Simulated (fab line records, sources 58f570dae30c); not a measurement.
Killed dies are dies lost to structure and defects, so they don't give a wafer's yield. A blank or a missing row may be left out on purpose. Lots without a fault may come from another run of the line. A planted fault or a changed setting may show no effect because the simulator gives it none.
One fault seen from 2 desks | flow berkeley_cmos170 | each desk has only its own numbers; what lay behind them comes last

THE METROLOGY DESK
What the gauges read, lot by lot, whatever tool the lot ran on: means of the sampled wafers that have a number. A lot is out of limits, marked OUT, if its mean lies more than 4 standard deviations from the usual mean; the brackets give that distance.
Columns: A = PFIELD_TW at UCB170_PFIELD_TW_MEAS_09, usual 597; B = NVT_OVL at UCB170_NVT_OVL_MEAS_06, usual -1 nm; C = PVT_TW at UCB170_PVT_TW_MEAS_09, usual 511
lot  | first seen here | A   | B   | C
L719 | day 5 00:01     | 604 | -1  | 518
L720 | day 5 00:16     | 597 | 0   | 504
L722 | day 5 11:54     | 602 | 3   | 504
L724 | day 5 17:43     | 596 | 8   | 508
L726 | day 5 22:06     | 602 | 6   | 476 (-4.5) OUT
L728 | day 6 12:48     | 593 | 2   | 494
L730 | day 6 14:11     | 601 | 1   | 506
L732 | day 7 07:53     | 600 | -9  | 525
L733 | day 7 08:07     | 600 | -6  | 524
L735 | day 7 19:11     | 597 | 2   | 508
L734 | day 8 02:25     | 594 | -10 | 510
L737 | day 8 02:40     | 598 | -9  | 505
L738 | day 8 05:00     | 596 | -0  | 507
L739 | day 8 15:02     | 594 | -1  | 507
This desk's finding: out of limits on L726; first on L726, day 7 03:35 (PVT_TW at UCB170_PVT_TW_MEAS_09). In limits: L719, L720, L722, L724, L728, L730, L732, L733, L735, L734, L737, L738, L739.

THE TOOL OWNER'S DESK: implanter-01
The tool's own readings at UCB170_PVT_IMPLANT_07: means of the sampled wafers that have a number, for each lot that ran on this tool. A lot is out of limits, marked OUT, if its mean lies more than 4 standard deviations from the usual mean; the brackets give that distance.
Columns: A = dose_ions_cm2 at UCB170_PVT_IMPLANT_07, usual 1.9998e+12; B = end_station_pressure_torr at UCB170_PVT_IMPLANT_07, usual 5e-06 Torr; C = faraday_current_uA at UCB170_PVT_IMPLANT_07, usual 6.37
lot  | first seen here | A                            | B     | C
L719 | day 6 06:00     | 1.9971e+12                   | 5e-06 | 6.38
L724 | day 6 21:02     | 1.9996e+12                   | 5e-06 | 6.42
L726 | day 7 03:21     | 1.6574e+12 (-99 or more) OUT | 5e-06 | 5.35 (-8.5) OUT
L728 | day 8 01:24     | 1.6640e+12 (-99 or more) OUT | 5e-06 | 5.30 (-8.9) OUT
This desk's finding: out of limits on L726, L728; first on L726, day 7 03:21 (dose_ions_cm2 at UCB170_PVT_IMPLANT_07). In limits: L719, L724.

PUT TOGETHER
The tool owner's desk could have raised an alarm at day 7 03:21, on L726, L728.
The metrology desk could have raised an alarm at day 7 03:35, on L726.
The metrology desk has L728 on record, within its limits.
Of the lots named, all ran UCB170_PVT_IMPLANT_07 on implanter-01.

WHAT THE SIMULATOR HAD PUT IN
Process parameter drift: implanter-01, from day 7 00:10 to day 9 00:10, at UCB170_PVT_IMPLANT_07. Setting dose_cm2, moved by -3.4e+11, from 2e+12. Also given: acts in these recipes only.
Lots struck among those shown: L726, L728.
Hours from the fault's start to each desk's first reading out of limits: the tool owner's desk, 3; the metrology desk, 3.
